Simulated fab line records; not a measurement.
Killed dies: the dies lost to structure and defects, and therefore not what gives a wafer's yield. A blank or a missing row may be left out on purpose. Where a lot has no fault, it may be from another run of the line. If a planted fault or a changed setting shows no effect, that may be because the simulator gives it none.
fab line records :: flow rit-cmos :: part 2 of 2: steps 30 to 30 of 30
record:
  lots: 5
  wafers: 23
route steps=202 shown FOX1@20 NWELL@29 NRETRO@54 PRETRO@65 GATE@81 NLDD@105 SPACER@128 NSD@139 M1@202
start-h: the number of hours between the record's first day and the start of the first shown wafer of the lot :: wait-h: hours from the lot's prior step to this one :: " the same as in the row above :: L1.1+2: one row covering several wafers at once :: - no value present, or no start provided :: * or withheld: withheld :: < > ~ a bound
route shown NAME@n: NAME is a module with steps in the file, n the number in the route of the first one :: usual: the fault-free wafers' mean and standard deviation :: same: alike in all rows :: chamber/n: place in a boat :: sites: each site's reading :: _std_site: their standard deviation :: _edge_site: the outer-site mean with the inner-site mean subtracted :: radius-mm: for every site, how far away it sits from the centre of the wafer :: mask NAME#n: copy n :: behind: the last tool/chamber to shape the wafer :: hold: why the lot went on hold/how many hours it stayed there/how the hold came to an end :: device: whichever transistor did not switch (one of n, p or np) :: end of line: the same wafers' tests at the end of the route :: where a step has no rows: the recipe by itself :: killed: the dies lost at the first sort to structure and to defects; this is not the yield of the wafer :: map: per-die view of a wafer (x killed, . not killed, _ where there is no die)
set.NAME: setting as actually run; set.NAME@STEP: the setting as run at that earlier step :: model.NAME: the simulator's own value behind a step, which no gauge read
lots where settings were altered on purpose, with a table for each step and a row for each wafer
== steps ==
step: RIT_M1_PROBE_99
usual:
  killed_at_M0_to_M3: 0.0/0.12
  killed-at-contacts: 0.1/0.25
  killed-at-front-end: 7/3.1
  killed-dies: 7/3.2
  killed-open: 3.8/2
  killed-short: 3.5/2.2
same:
  gross-dies: 264
  killed_at_M4_up: 0
  killed-at-back-side: 0
  killed-at-other: 0
lot.wafer: L074.1
tool: prober-01
chamber: -
start-h: 62.01
wait-h: 0.1
set.temp-c@FOX1_OXIDATION_00: 1126
set.ox-time-s@GATE_OXIDATION_05: 270
set.temp-c@SPACER_CVD_03: 802.5
killed_at_M0_to_M3: 0
killed-at-contacts: 0
killed-at-front-end: 3
killed-dies: 3
killed-open: 3
killed-short: 0
model.etest.nmos_0p3.drive-ua-um: 220.1
model.etest.pmos-turned.r-on-ohm-um: 3872

lot.wafer: L074.2
tool: prober-01
chamber: -
start-h: 62.06
wait-h: 0.1
set.temp-c@FOX1_OXIDATION_00: 1126
set.ox-time-s@GATE_OXIDATION_05: 270
set.temp-c@SPACER_CVD_03: 802.5
killed_at_M0_to_M3: 0
killed-at-contacts: 0
killed-at-front-end: 6
killed-dies: 6
killed-open: 4
killed-short: 2
model.etest.nmos_0p3.drive-ua-um: 219.7
model.etest.pmos-turned.r-on-ohm-um: 3899

lot.wafer: L074.4
tool: prober-01
chamber: -
start-h: 62.16
wait-h: 0.2
set.temp-c@FOX1_OXIDATION_00: 1126
set.ox-time-s@GATE_OXIDATION_05: 270
set.temp-c@SPACER_CVD_03: 802.5
killed_at_M0_to_M3: 0
killed-at-contacts: 0
killed-at-front-end: 8
killed-dies: 8
killed-open: 2
killed-short: 6
model.etest.nmos_0p3.drive-ua-um: 219.9
model.etest.pmos-turned.r-on-ohm-um: 3767

lot.wafer: L074.5
tool: prober-01
chamber: -
start-h: 62.21
wait-h: 0.2
set.temp-c@FOX1_OXIDATION_00: 1126
set.ox-time-s@GATE_OXIDATION_05: 270
set.temp-c@SPACER_CVD_03: 802.5
killed_at_M0_to_M3: 0
killed-at-contacts: 1
killed-at-front-end: 5
killed-dies: 6
killed-open: 4
killed-short: 2
model.etest.nmos_0p3.drive-ua-um: 221.3
model.etest.pmos-turned.r-on-ohm-um: 4002

lot.wafer: L074.6
tool: prober-01
chamber: -
start-h: 62.26
wait-h: 0.2
set.temp-c@FOX1_OXIDATION_00: 1126
set.ox-time-s@GATE_OXIDATION_05: 270
set.temp-c@SPACER_CVD_03: 802.5
killed_at_M0_to_M3: 0
killed-at-contacts: 0
killed-at-front-end: 6
killed-dies: 6
killed-open: 4
killed-short: 2
model.etest.nmos_0p3.drive-ua-um: 217.6
model.etest.pmos-turned.r-on-ohm-um: 3884

lot.wafer: L077.2
tool: prober-02
chamber: -
start-h: 84.85
wait-h: 0.1
set.temp-c@FOX1_OXIDATION_00: 1100
set.ox-time-s@GATE_OXIDATION_05: 270
set.temp-c@SPACER_CVD_03: 810
killed_at_M0_to_M3: 0
killed-at-contacts: 0
killed-at-front-end: 2
killed-dies: 2
killed-open: 0
killed-short: 2
model.etest.nmos_0p3.drive-ua-um: 224
model.etest.pmos-turned.r-on-ohm-um: 3238

lot.wafer: L077.4
tool: prober-02
chamber: -
start-h: 84.95
wait-h: 0.2
set.temp-c@FOX1_OXIDATION_00: 1100
set.ox-time-s@GATE_OXIDATION_05: 270
set.temp-c@SPACER_CVD_03: 810
killed_at_M0_to_M3: 0
killed-at-contacts: 0
killed-at-front-end: 2
killed-dies: 2
killed-open: 2
killed-short: 0
model.etest.nmos_0p3.drive-ua-um: 226.6
model.etest.pmos-turned.r-on-ohm-um: 3116

lot.wafer: L077.5
tool: prober-02
chamber: -
start-h: 85.00
wait-h: 0.2
set.temp-c@FOX1_OXIDATION_00: 1100
set.ox-time-s@GATE_OXIDATION_05: 270
set.temp-c@SPACER_CVD_03: 810
killed_at_M0_to_M3: 0
killed-at-contacts: 0
killed-at-front-end: 7
killed-dies: 7
killed-open: 4
killed-short: 3
model.etest.nmos_0p3.drive-ua-um: 231.1
model.etest.pmos-turned.r-on-ohm-um: 3190

lot.wafer: L079.1
tool: prober-02
chamber: -
start-h: 99.37
wait-h: 0.1
set.temp-c@FOX1_OXIDATION_00: 1117
set.ox-time-s@GATE_OXIDATION_05: 254.1
set.temp-c@SPACER_CVD_03: 827.4
killed_at_M0_to_M3: 0
killed-at-contacts: 0
killed-at-front-end: 259
killed-dies: 259
killed-open: 3
killed-short: 7
model.etest.nmos_0p3.drive-ua-um: -
model.etest.pmos-turned.r-on-ohm-um: -

lot.wafer: L079.3
tool: prober-02
chamber: -
start-h: 99.47
wait-h: 0.2
set.temp-c@FOX1_OXIDATION_00: 1117
set.ox-time-s@GATE_OXIDATION_05: 254.1
set.temp-c@SPACER_CVD_03: 827.4
killed_at_M0_to_M3: 0
killed-at-contacts: 0
killed-at-front-end: 264
killed-dies: 264
killed-open: 3
killed-short: 7
model.etest.nmos_0p3.drive-ua-um: -
model.etest.pmos-turned.r-on-ohm-um: -

lot.wafer: L079.4
tool: prober-02
chamber: -
start-h: 99.52
wait-h: 0.2
set.temp-c@FOX1_OXIDATION_00: 1117
set.ox-time-s@GATE_OXIDATION_05: 254.1
set.temp-c@SPACER_CVD_03: 827.4
killed_at_M0_to_M3: 0
killed-at-contacts: 0
killed-at-front-end: 263
killed-dies: 263
killed-open: 5
killed-short: 3
model.etest.nmos_0p3.drive-ua-um: -
model.etest.pmos-turned.r-on-ohm-um: -

lot.wafer: L079.5
tool: prober-02
chamber: -
start-h: 99.57
wait-h: 0.2
set.temp-c@FOX1_OXIDATION_00: 1117
set.ox-time-s@GATE_OXIDATION_05: 254.1
set.temp-c@SPACER_CVD_03: 827.4
killed_at_M0_to_M3: 0
killed-at-contacts: 0
killed-at-front-end: 264
killed-dies: 264
killed-open: 1
killed-short: 2
model.etest.nmos_0p3.drive-ua-um: -
model.etest.pmos-turned.r-on-ohm-um: -

lot.wafer: L079.6
tool: prober-02
chamber: -
start-h: 99.62
wait-h: 0.2
set.temp-c@FOX1_OXIDATION_00: 1117
set.ox-time-s@GATE_OXIDATION_05: 254.1
set.temp-c@SPACER_CVD_03: 827.4
killed_at_M0_to_M3: 0
killed-at-contacts: 0
killed-at-front-end: 261
killed-dies: 261
killed-open: 2
killed-short: 1
model.etest.nmos_0p3.drive-ua-um: -
model.etest.pmos-turned.r-on-ohm-um: -

lot.wafer: L081.1
tool: prober-01
chamber: -
start-h: 103.99
wait-h: 0.1
set.temp-c@FOX1_OXIDATION_00: 1100
set.ox-time-s@GATE_OXIDATION_05: 302.9
set.temp-c@SPACER_CVD_03: 786.5
killed_at_M0_to_M3: 1
killed-at-contacts: 1
killed-at-front-end: 15
killed-dies: 17
killed-open: 8
killed-short: 9
model.etest.nmos_0p3.drive-ua-um: -
model.etest.pmos-turned.r-on-ohm-um: -

lot.wafer: L081.2
tool: prober-01
chamber: -
start-h: 104.04
wait-h: 0.1
set.temp-c@FOX1_OXIDATION_00: 1100
set.ox-time-s@GATE_OXIDATION_05: 302.9
set.temp-c@SPACER_CVD_03: 786.5
killed_at_M0_to_M3: 0
killed-at-contacts: 0
killed-at-front-end: 7
killed-dies: 7
killed-open: 5
killed-short: 2
model.etest.nmos_0p3.drive-ua-um: -
model.etest.pmos-turned.r-on-ohm-um: -

lot.wafer: L081.3
tool: prober-01
chamber: -
start-h: 104.09
wait-h: 0.2
set.temp-c@FOX1_OXIDATION_00: 1100
set.ox-time-s@GATE_OXIDATION_05: 302.9
set.temp-c@SPACER_CVD_03: 786.5
killed_at_M0_to_M3: 0
killed-at-contacts: 0
killed-at-front-end: 15
killed-dies: 15
killed-open: 10
killed-short: 5
model.etest.nmos_0p3.drive-ua-um: -
model.etest.pmos-turned.r-on-ohm-um: -

lot.wafer: L081.4
tool: prober-01
chamber: -
start-h: 104.14
wait-h: 0.2
set.temp-c@FOX1_OXIDATION_00: 1100
set.ox-time-s@GATE_OXIDATION_05: 302.9
set.temp-c@SPACER_CVD_03: 786.5
killed_at_M0_to_M3: 0
killed-at-contacts: 0
killed-at-front-end: 6
killed-dies: 6
killed-open: 5
killed-short: 1
model.etest.nmos_0p3.drive-ua-um: -
model.etest.pmos-turned.r-on-ohm-um: -

lot.wafer: L081.6
tool: prober-01
chamber: -
start-h: 104.24
wait-h: 0.2
set.temp-c@FOX1_OXIDATION_00: 1100
set.ox-time-s@GATE_OXIDATION_05: 302.9
set.temp-c@SPACER_CVD_03: 786.5
killed_at_M0_to_M3: 0
killed-at-contacts: 0
killed-at-front-end: 9
killed-dies: 9
killed-open: 6
killed-short: 3
model.etest.nmos_0p3.drive-ua-um: -
model.etest.pmos-turned.r-on-ohm-um: -

lot.wafer: L080.1
tool: prober-02
chamber: -
start-h: 105.49
wait-h: 0.1
set.temp-c@FOX1_OXIDATION_00: 1100
set.ox-time-s@GATE_OXIDATION_05: 234.7
set.temp-c@SPACER_CVD_03: 810
killed_at_M0_to_M3: 0
killed-at-contacts: 0
killed-at-front-end: 9
killed-dies: 9
killed-open: 3
killed-short: 6
model.etest.nmos_0p3.drive-ua-um: 253.9
model.etest.pmos-turned.r-on-ohm-um: 3220

lot.wafer: L080.2
tool: prober-02
chamber: -
start-h: 105.54
wait-h: 0.1
set.temp-c@FOX1_OXIDATION_00: 1100
set.ox-time-s@GATE_OXIDATION_05: 234.7
set.temp-c@SPACER_CVD_03: 810
killed_at_M0_to_M3: 0
killed-at-contacts: 0
killed-at-front-end: 12
killed-dies: 12
killed-open: 5
killed-short: 7
model.etest.nmos_0p3.drive-ua-um: 254.6
model.etest.pmos-turned.r-on-ohm-um: 3332

lot.wafer: L080.3
tool: prober-02
chamber: -
start-h: 105.59
wait-h: 0.2
set.temp-c@FOX1_OXIDATION_00: 1100
set.ox-time-s@GATE_OXIDATION_05: 234.7
set.temp-c@SPACER_CVD_03: 810
killed_at_M0_to_M3: 0
killed-at-contacts: 1
killed-at-front-end: 7
killed-dies: 8
killed-open: 3
killed-short: 5
model.etest.nmos_0p3.drive-ua-um: 250.6
model.etest.pmos-turned.r-on-ohm-um: 3327

lot.wafer: L080.4
tool: prober-02
chamber: -
start-h: 105.64
wait-h: 0.2
set.temp-c@FOX1_OXIDATION_00: 1100
set.ox-time-s@GATE_OXIDATION_05: 234.7
set.temp-c@SPACER_CVD_03: 810
killed_at_M0_to_M3: 0
killed-at-contacts: 0
killed-at-front-end: 7
killed-dies: 7
killed-open: 1
killed-short: 6
model.etest.nmos_0p3.drive-ua-um: 252
model.etest.pmos-turned.r-on-ohm-um: 3468

lot.wafer: L080.5
tool: prober-02
chamber: -
start-h: 105.69
wait-h: 0.2
set.temp-c@FOX1_OXIDATION_00: 1100
set.ox-time-s@GATE_OXIDATION_05: 234.7
set.temp-c@SPACER_CVD_03: 810
killed_at_M0_to_M3: 0
killed-at-contacts: 0
killed-at-front-end: 12
killed-dies: 12
killed-open: 6
killed-short: 6
model.etest.nmos_0p3.drive-ua-um: 255.8
model.etest.pmos-turned.r-on-ohm-um: 3268
killed by level:class
L074.1 FOX1:geometric-particle:open=2 GATE:geometric-particle:open=1
L074.2 FOX2:geometric-particle:open=1 REOX:geometric-particle:open=1 REOX:geometric-particle:short=1 SPACER:geometric-particle:open=1 SPACER:geometric-particle:short=1 SILICIDE:geometric-particle:open=1
L074.4 GATE:geometric-particle:short=3 FOX1:geometric-particle:short=1 FOX1:geometric-particle:open=1 SPACER:geometric-particle:short=1 SPACER:geometric-particle:open=1 SILICIDE:geometric-particle:short=1
L074.5 GATE:geometric-particle:open=2 GATE:geometric-particle:short=1 REOX:geometric-particle:short=1 SPACER:geometric-particle:open=1 CONTACT:geometric-particle:open=1
L074.6 GATE:geometric-particle:short=2 FOX1:geometric-particle:open=1 FOX2:geometric-particle:open=1 GATE:geometric-particle:open=1 SILICIDE:geometric-particle:open=1
L077.2 FOX1:geometric-particle:short=1 SILICIDE:geometric-particle:short=1
L077.4 SPACER:geometric-particle:open=2
L077.5 REOX:geometric-particle:short=2 FOX1:geometric-particle:open=1 GATE:geometric-particle:open=1 SPACER:geometric-particle:open=1 SILICIDE:geometric-particle:short=1 SILICIDE:geometric-particle:open=1
L079.1 SPACER:area-etchback=249 REOX:geometric-particle:short=3 SPACER:geometric-particle:open=2 FOX1:geometric-particle:short=1 GATE:geometric-particle:short=1 SPACER:geometric-particle:short=1 SILICIDE:geometric-particle:short=1 SILICIDE:geometric-particle:open=1
L079.3 SPACER:area-etchback=254 GATE:geometric-particle:open=2 GATE:geometric-particle:short=2 SPACER:geometric-particle:short=2 SILICIDE:geometric-particle:short=2 FOX1:geometric-particle:short=1 SILICIDE:geometric-particle:open=1
L079.4 SPACER:area-etchback=255 GATE:geometric-particle:open=3 GATE:geometric-particle:short=2 FOX1:geometric-particle:short=1 SPACER:geometric-particle:open=1 SILICIDE:geometric-particle:open=1
L079.5 SPACER:area-etchback=261 SPACER:geometric-particle:short=1 SILICIDE:geometric-particle:short=1 SILICIDE:geometric-particle:open=1
L079.6 SPACER:area-etchback=258 GATE:geometric-particle:short=1 GATE:geometric-particle:open=1 SPACER:geometric-particle:open=1
L081.1 GATE:geometric-particle:open=6 SILICIDE:geometric-particle:short=3 GATE:geometric-particle:short=2 REOX:geometric-particle:short=2 FOX2:geometric-particle:open=1 SPACER:geometric-particle:short=1 CONTACT:geometric-particle:open=1 M1:geometric-particle:short=1
L081.2 GATE:geometric-particle:open=5 GATE:geometric-particle:short=1 SPACER:geometric-particle:short=1
L081.3 GATE:geometric-particle:open=7 GATE:geometric-particle:short=3 FOX1:geometric-particle:open=2 FOX1:geometric-particle:short=1 FOX2:geometric-particle:short=1 SILICIDE:geometric-particle:open=1
L081.4 REOX:geometric-particle:open=2 FOX2:geometric-particle:open=1 GATE:geometric-particle:short=1 GATE:geometric-particle:open=1 SILICIDE:geometric-particle:open=1
L081.6 GATE:geometric-particle:open=4 GATE:geometric-particle:short=3 FOX1:geometric-particle:open=1 REOX:geometric-particle:open=1
L080.1 FOX2:geometric-particle:short=3 SILICIDE:geometric-particle:short=2 GATE:geometric-particle:open=1 GATE:geometric-particle:short=1 SPACER:geometric-particle:open=1 SILICIDE:geometric-particle:open=1
L080.2 GATE:geometric-particle:open=3 REOX:geometric-particle:short=3 GATE:geometric-particle:short=2 FOX2:geometric-particle:open=1 SPACER:geometric-particle:short=1 SPACER:geometric-particle:open=1 SILICIDE:geometric-particle:short=1
L080.3 GATE:geometric-particle:short=3 FOX2:geometric-particle:short=1 FOX2:geometric-particle:open=1 SILICIDE:geometric-particle:open=1 SILICIDE:geometric-particle:short=1 CONTACT:geometric-particle:open=1
L080.4 FOX2:geometric-particle:short=2 GATE:geometric-particle:short=2 REOX:geometric-particle:short=2 SPACER:geometric-particle:open=1
L080.5 GATE:geometric-particle:open=3 FOX2:geometric-particle:short=2 GATE:geometric-particle:short=2 FOX2:geometric-particle:open=1 SPACER:geometric-particle:short=1 SPACER:geometric-particle:open=1 SILICIDE:geometric-particle:short=1 SILICIDE:geometric-particle:open=1
== key ==
split:
  step: RIT_FOX1_OXIDATION_00
  setting: temp-c
  stated: 1100
  by: lot
response:
  step: RIT_FOX1_OXIDATION_00
  reading: model.SiO2_of_FOX1_OXIDATION_00.thk-nm
  change: +13.3
  per: 1%
  r: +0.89
response:
  step: RIT_M1_PROBE_99
  reading: model.etest.pmos-turned.r-on-ohm-um
  change: +260
  per: 1%
  r: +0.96
split:
  step: RIT_NWELL_COAT_01
  setting: resist-thk-nm
  stated: 1300
  by: wafer
response:
  step: RIT_NWELL_COAT_01
  reading: model.NOVOLAK_of_NWELL_COAT_01.thk-nm
  change: +13.2
  per: 1%
  r: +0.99
response:
  step: RIT_NWELL_HARDBAKE_07
  reading: model.NOVOLAK_of_NWELL_COAT_01.thk-nm
  change: +11.4
  per: 1%
  r: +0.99
split:
  step: RIT_NWELL_SOFTBAKE_02
  setting: time-s
  stated: 60
  by: wafer
response none clear
split:
  step: RIT_NRETRO_COAT_01
  setting: resist-thk-nm
  stated: 1300
  by: wafer
response:
  step: RIT_NRETRO_COAT_01
  reading: model.NOVOLAK_of_NRETRO_COAT_01.thk-nm
  change: +12.6
  per: 1%
  r: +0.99
split:
  step: RIT_PRETRO_COAT_01
  setting: resist-thk-nm
  stated: 1300
  by: wafer
response:
  step: RIT_PRETRO_COAT_01
  reading: model.NOVOLAK_of_PRETRO_COAT_01.thk-nm
  change: +12.7
  per: 1%
  r: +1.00
response:
  step: RIT_PRETRO_HARDBAKE_07
  reading: model.NOVOLAK_of_PRETRO_COAT_01.thk-nm
  change: +10.9
  per: 1%
  r: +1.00
split:
  step: RIT_GATE_OXIDATION_05
  setting: ox-time-s
  stated: 270
  by: lot
response:
  step: RIT_GATE_OXIDATION_05
  reading: model.SiO2_of_GATE_OXIDATION_05.thk-nm
  change: +0.0259
  per: 1%
  r: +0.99
response:
  step: RIT_GATE_THK_MEAS_07
  reading: GATE_OXIDE_THK
  change: +0.0265
  per: 1%
  r: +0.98
response:
  step: RIT_M1_PROBE_99
  reading: model.etest.nmos_0p3.drive-ua-um
  change: -2.36
  per: 1%
  r: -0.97
split:
  step: RIT_GATE_COAT_11
  setting: resist-thk-nm
  stated: 850
  by: wafer
response:
  step: RIT_GATE_COAT_11
  reading: model.NOVOLAK_of_GATE_COAT_11.thk-nm
  change: +8.04
  per: 1%
  r: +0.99
response:
  step: RIT_GATE_HARDBAKE_18
  reading: model.NOVOLAK_of_GATE_COAT_11.thk-nm
  change: +7.04
  per: 1%
  r: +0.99
response:
  step: RIT_GATE_ETCH_19
  reading: model.NOVOLAK_of_GATE_COAT_11.thk-nm
  change: +7.06
  per: 1%
  r: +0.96
split:
  step: RIT_NLDD_SOFTBAKE_02
  setting: temp-c
  stated: 90
  by: wafer
response:
  step: RIT_NLDD_DEVELOP_05
  reading: model.NOVOLAK_of_NLDD_COAT_01.thk-nm
  change: -2.05
  per: 1%
  r: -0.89
split:
  step: RIT_SPACER_CVD_03
  setting: temp-c
  stated: 810
  by: lot
response:
  step: RIT_SPACER_CVD_03
  reading: model.Si3N4_of_SPACER_CVD_03.thk-nm
  change: +34.6
  per: 1%
  r: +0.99
response:
  step: RIT_SPACER_THK_MEAS_04
  reading: SPACER_NITRIDE_THK
  change: +34.6
  per: 1%
  r: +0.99
response:
  step: RIT_SPACER_ETCHBACK_05
  reading: oes-product-au
  change: +0.0743
  per: 1%
  r: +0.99
response:
  step: RIT_SPACER_ETCHBACK_05
  reading: model.etch.depth-nm
  change: +29.9
  per: 1%
  r: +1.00
response:
  step: RIT_SPACER_ETCHBACK_05
  reading: model.Si3N4_of_SPACER_CVD_03.thk-nm
  change: +27
  per: 1%
  r: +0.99
response:
  step: RIT_M1_PROBE_99
  reading: model.etest.pmos-turned.r-on-ohm-um
  change: -664
  per: 1%
  r: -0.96
split:
  step: RIT_NSD_IMPLANT_08
  setting: energy-kev
  stated: 25
  by: wafer
response:
  step: RIT_NSD_IMPLANT_08
  reading: model.implant.rp-nm
  change: +0.212
  per: 1%
  r: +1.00
response:
  step: RIT_NSD_IMPLANT_08
  reading: model.implant.drp-nm
  change: +0.0886
  per: 1%
  r: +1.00
